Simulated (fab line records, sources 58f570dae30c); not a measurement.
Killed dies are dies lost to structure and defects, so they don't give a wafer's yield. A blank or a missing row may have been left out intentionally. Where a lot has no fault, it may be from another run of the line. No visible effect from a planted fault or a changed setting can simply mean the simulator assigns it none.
Code-filled problem report in 8D (eight disciplines) form / flow berkeley cmos170 / the parts of the form that need people (team, actions taken, sign-off) are left out

1. PROBLEM STATEMENT
chamber pressure mTorr at UCB170_M3_METAL_ETCH_18 reads a mean of 14.403 mTorr on 3 wafers of 2 lots; wafers without a fault read 12.001 mTorr with a standard deviation of 0.011. So: +99 or more standard deviations from the usual mean.
The step: etches Al in Cl2/BCl3, stops on SiO2, target depth 1170 nm, time 195 s.
The first sign was on wafer L636.3 at day 12 15:43, on rie metal-03. At this step, 42 wafers from 14 lots have a number in the record. Rule for "out", or "out of limits": more than 4 standard deviations from the usual mean. Any other wafer with a number is counted as sound.

2. WHAT IT IS AND WHAT IT IS NOT
question=which readings at this step | is=chamber pressure mTorr | is not=drypump motor current A, oes product au, throttle valve pct
question=which lots | is=L636, L637 | is not=L621, L622, L623, L625, L626, L627, L629, L631, L633, L635, L639, L643
question=which wafers of those lots | is=L636.3, L636.6, L637.4 | is not=L636.2, L637.2, L637.5
question=read on which tools | is=rie metal-03 | is not=rie metal-01, rie metal-04
question=when | is=from day 12 15:43 | is not=up to then (31 sound wafers); but 8 sound wafers of L637, L639, L643 came after

3. THE SUSPECTS, EACH WITH WHAT RULES IT OUT
Counting: any tool at a process step up to the reading remains a suspect provided it ran every lot that is out. Sound lots after the first of them don't rule it out here, since some wafers of a struck lot are sound.
- rie metal-03 at UCB170_M3_METAL_ETCH_18 (etches Al in Cl2/BCl3, stops on SiO2, target depth 1170 nm, time 195 s): kept. It processed each lot that is out (first: L636, day 12 15:43); up to then, its last sound lot is L631 (day 11 09:28). Its own chamber pressure mTorr readings are out on those wafers.
- At UCB170_M3_METAL_ETCH_18 on rie metal-03, chamber 1 took the sound wafers of the same lots and chamber 0 took the wafers that are out.
Remaining after the count: rie metal-03 at UCB170_M3_METAL_ETCH_18.

4. THE CAUSE (what the simulator had put in)
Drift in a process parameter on rie metal-03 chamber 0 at UCB170_M3_METAL_ETCH_18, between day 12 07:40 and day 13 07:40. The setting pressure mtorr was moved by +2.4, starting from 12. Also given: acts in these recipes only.
Counting left only this tool.

5. THE EFFECT CHAIN, in route order
Each row: a reading whose mean over the struck wafers that have a number lies more than 3 standard deviations from the usual. Scope: only readings with a usual standard deviation given in the record; hours: median across lots of the time from each lot's start at the first step in this table that gives one to its start at this step; sigmas: change in usual standard deviations.
hours=0; step=UCB170_M3_METAL_ETCH_18; reading=chamber pressure mTorr; usual=12.001 mTorr; on struck wafers=14.403; change=+2.402; sigmas=+99 or more
Its process steps:
- UCB170_M3_METAL_ETCH_18: etches Al in Cl2/BCl3, stops on SiO2, target depth 1170 nm, time 195 s.

6. WHAT WOULD HAVE CAUGHT IT SOONER
The fault began at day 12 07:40; the first out-of-limits reading in this record came at day 12 15:43, 8 hours later.
